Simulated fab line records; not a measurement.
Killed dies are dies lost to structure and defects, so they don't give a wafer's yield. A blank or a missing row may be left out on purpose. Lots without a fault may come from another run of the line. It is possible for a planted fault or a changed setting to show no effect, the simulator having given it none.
Problem report, 8D (eight disciplines) form, completed by code + flow berkeley-cmos170 + the parts of the form that need people (team, actions taken, sign-off) are left out

1. WHAT WENT WRONG
V1_TEOS_THK at UCB170_V1_THK_MEAS_01 reads a mean of 1612 nm on 1 wafer of 1 lot; wafers without a fault read 1997 nm with a standard deviation of 24. That is -16 standard deviations from the usual mean.
Earliest sighting: wafer L261.1 on film-metro-02 at day 11 22:55. At this step, 39 wafers from 13 lots have a number in the record. Rule for "out", or "out of limits": more than 4 standard deviations from the usual mean. All remaining wafers that have a number are taken as sound.

2. WHAT THIS IS AND IS NOT
| question                    | is                | is not                                                                          |
|-----------------------------|-------------------|---------------------------------------------------------------------------------|
| which readings at this step | V1_TEOS_THK       | -                                                                               |
| which lots                  | L261              | L242, L244, L245, L247, L248, L250, L252, L253, L260, L263, L264, L265          |
| which wafers of those lots  | L261.1            | L261.2, L261.3                                                                  |
| read on which gauges        | film-metro-02     | film-metro-01, film-metro-03                                                    |
| when                        | from day 11 22:55 | up to then (29 sound wafers); but 9 sound wafers of L263, L264, L265 came after |

3. THE SUSPECTS, EACH WITH WHAT RULES IT OUT
Counting: a tool at a process step up to the reading stays a suspect if it ran every lot that is out. Sound lots after the first of them don't rule it out here, since some wafers of a struck lot are sound.
- the gauge at UCB170_V1_THK_MEAS_01 has been ruled out. All the wafers that are out were read on film-metro-02, but those of them that UCB170_V1_CVD_00 has rows for are out there too, on other tools.
- rie-diel-03 at UCB170_CONTACT_ETCH_17 (etches BARC in N2/H2): kept. It ran the lot that is out, L261 (day 11 17:58); its last sound lot up to then is L253 (day 9 20:57).
- rie-diel-03 at UCB170_CONTACT_ETCH_18 (etches PSG in CHF3/CF4/Ar, stops on TiSi2, target depth 840 nm, time 195 s): kept. It ran the lot that is out, L261 (day 11 20:24); its last sound lot up to then is L253 (day 9 22:59). Because UCB170_CONTACT_ETCH_18 lacks a start for some lots, the hours and order of its lots are taken from UCB170_M1_OVL_MEAS_10.
- pecvd-03 at UCB170_V1_CVD_00 (deposits SiO2 from TEOS/O2, target thk 2000 nm, time 250 s): kept. It ran the lot that is out, L261 (day 11 22:46); its last sound lot up to then is L252 (day 9 12:59). Out on those wafers are its own readings of run-length-s.
- Within rie-diel-03 at UCB170_CONTACT_ETCH_17: the wafers that are out ran in chamber 2; their sound lot-mates ran in chambers 0, 1.
- Within rie-diel-03 at UCB170_CONTACT_ETCH_18: the wafers that are out ran in chamber 2; their sound lot-mates ran in chambers 0, 1.
- Within pecvd-03 at UCB170_V1_CVD_00: the wafers that are out ran in chamber 0; their sound lot-mates ran in chambers 1, 2.
After the count, these remain: rie-diel-03 at UCB170_CONTACT_ETCH_17, rie-diel-03 at UCB170_CONTACT_ETCH_18 and pecvd-03 at UCB170_V1_CVD_00.

4. THE CAUSE (what the simulator had put in)
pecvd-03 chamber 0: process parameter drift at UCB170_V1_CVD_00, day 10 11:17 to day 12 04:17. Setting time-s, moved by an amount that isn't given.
This tool is one of the 3 suspects left after counting.

5. THE CHAIN OF EFFECTS, in route order
One row per reading whose mean, taken over the struck wafers that have a number, lies over 3 standard deviations from the usual. Only readings for which the record gives a usual standard deviation are gone through. hours: the time from each lot's start at the first step in this table that gives one to its start at this step, as a median over the lots. sigmas: the change in usual standard deviations.
| hours | step                  | reading      | usual   | on struck wafers | change | sigmas |
|-------|-----------------------|--------------|---------|------------------|--------|--------|
| 0     | UCB170_V1_CVD_00      | run-length-s | 277.8 s | 227.6            | -50.2  | -67    |
| 0     | UCB170_V1_THK_MEAS_01 | V1_TEOS_THK  | 1997 nm | 1612             | -385   | -16    |
It contains these process steps:
- UCB170_V1_CVD_00: deposits SiO2 from TEOS/O2, target thk 2000 nm, time 250 s.

6. WHAT WOULD HAVE CAUGHT IT SOONER
In this record the first reading out of limits at a measuring or inspecting step was taken at day 11 22:55, 36 hours after the fault began at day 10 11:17.
The tool's own readings at UCB170_V1_CVD_00 were out on every struck wafer that the step has a row for (run-length-s): an alarm limit on them would have fired on the first of those.
Lots out: 1; all had begun UCB170_V1_CVD_00 on pecvd-03 by day 11 22:55. A hold on the tool at that time would have spared none of them.
